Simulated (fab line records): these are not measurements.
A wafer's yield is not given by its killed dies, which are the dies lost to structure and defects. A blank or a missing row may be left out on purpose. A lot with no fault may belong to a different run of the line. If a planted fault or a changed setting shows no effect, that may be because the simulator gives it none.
Split-lot trial | flow berkeley_cmos170 | 23 wafers read across 5 lots, on a route 331 steps long

== THE SPLIT ==
At UCB170_GATE_CVD_04 (deposits poly-Si from SiH4, time 1440 s, target thk 214 nm), the setting temp_c was moved away from the recipe's 610 C on 15 of the 23 wafers read, by -0.8% to +2.2%. For the rest of the wafers, this setting stayed at what the recipe calls for.

== FROM THE SPLIT TO THE READING: what the file shows between them, 3 steps ==
- UCB170_GATE_THK_MEAS_05
- UCB170_GATE_COAT_07: resist thk 900 nm (also split here: spin_rpm)
- UCB170_GATE_ETCH_14: etches BARC in N2/H2 (also split here: bias_w)

== THE READING ==
oes_product_au, in a.u., at UCB170_GATE_ETCH_15 (etches poly-Si in HBr/Cl2, stops on SiO2, time 56.3 s, target depth 278.2 nm). Fault-free wafers of this fab line usually give 0.841 a.u., standard deviation 0.017 a.u.

wafer  | tool, chamber at the split | temp_c as run, C | against the recipe | oes_product_au, a.u. | against lot-mates on the recipe
L074.1 | -, -                       | 623.5            | +2.2%              | 0.992                | no lot-mate on the recipe
L074.2 | -, -                       | 623.5            | +2.2%              | 1.022                | no lot-mate on the recipe
L074.3 | -, -                       | 623.5            | +2.2%              | 1.020                | no lot-mate on the recipe
L074.5 | -, -                       | 623.5            | +2.2%              | 0.991                | no lot-mate on the recipe
L074.6 | -, -                       | 623.5            | +2.2%              | 1.014                | no lot-mate on the recipe
L077.1 | lpcvd-02, 0                | 610              | recipe             | 0.815                | -
L077.4 | lpcvd-02, 0                | 610              | recipe             | 0.852                | -
L077.6 | lpcvd-02, 0                | 610              | recipe             | 0.834                | -
L078.2 | -, -                       | 605              | -0.8%              | 0.759                | no lot-mate on the recipe
L078.3 | -, -                       | 605              | -0.8%              | 0.788                | no lot-mate on the recipe
L078.4 | -, -                       | 605              | -0.8%              | 0.788                | no lot-mate on the recipe
L078.5 | -, -                       | 605              | -0.8%              | 0.781                | no lot-mate on the recipe
L078.6 | -, -                       | 605              | -0.8%              | 0.759                | no lot-mate on the recipe
L079.1 | -, -                       | 614.9            | +0.8%              | 0.912                | no lot-mate on the recipe
L079.2 | -, -                       | 614.9            | +0.8%              | 0.884                | no lot-mate on the recipe
L079.3 | -, -                       | 614.9            | +0.8%              | 0.927                | no lot-mate on the recipe
L079.4 | -, -                       | 614.9            | +0.8%              | 0.886                | no lot-mate on the recipe
L079.6 | -, -                       | 614.9            | +0.8%              | 0.897                | no lot-mate on the recipe
L085.1 | -, -                       | 610              | recipe             | 0.834                | -
L085.3 | -, -                       | 610              | recipe             | 0.858                | -
L085.4 | -, -                       | 610              | recipe             | 0.855                | -
L085.5 | -, -                       | 610              | recipe             | 0.859                | -
L085.6 | -, -                       | 610              | recipe             | 0.824                | -

THE FIT
A straight line over all 23 wafers: oes_product_au changes by +0.0764 a.u. for each +1% of temp_c; r = +0.98; the points scatter about the line by 0.016 a.u.
Too few moved wafers with a lot-mate on the recipe to fit a line net of each lot's own level.

== THE WHOLE CHAIN: every reading that the file lists as answering this split, in the file's order ==
step                    | what it does                                                                 | reading                                                                        | change (the file's fit)                  | r (the file's)
UCB170_GATE_CVD_04      | deposits poly-Si from SiH4, time 1440 s, target thk 214 nm                   | poly-Si_of_GATE_CVD_04.thk_nm (the simulator's own value, which no gauge read) | +34.8 nm for each +1% of the setting     | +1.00
UCB170_GATE_THK_MEAS_05 |                                                                              | GATE_POLY_THK                                                                  | +34.8 for each +1% of the setting        | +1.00
UCB170_GATE_ETCH_15     | etches poly-Si in HBr/Cl2, stops on SiO2, time 56.3 s, target depth 278.2 nm | oes_product_au                                                                 | +0.0764 a.u. for each +1% of the setting | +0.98
UCB170_GATE_ETCH_15     | etches poly-Si in HBr/Cl2, stops on SiO2, time 56.3 s, target depth 278.2 nm | etch.depth_nm (the simulator's own value, which no gauge read)                 | +29 nm for each +1% of the setting       | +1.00
UCB170_GATE_ETCH_15     | etches poly-Si in HBr/Cl2, stops on SiO2, time 56.3 s, target depth 278.2 nm | GATE.feature_depth_nm (the simulator's own value, which no gauge read)         | +29 nm for each +1% of the setting       | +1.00

== FILE'S OWN FIT ==
oes_product_au changes by +0.0764 a.u. for each +1% of temp_c, r = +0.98.
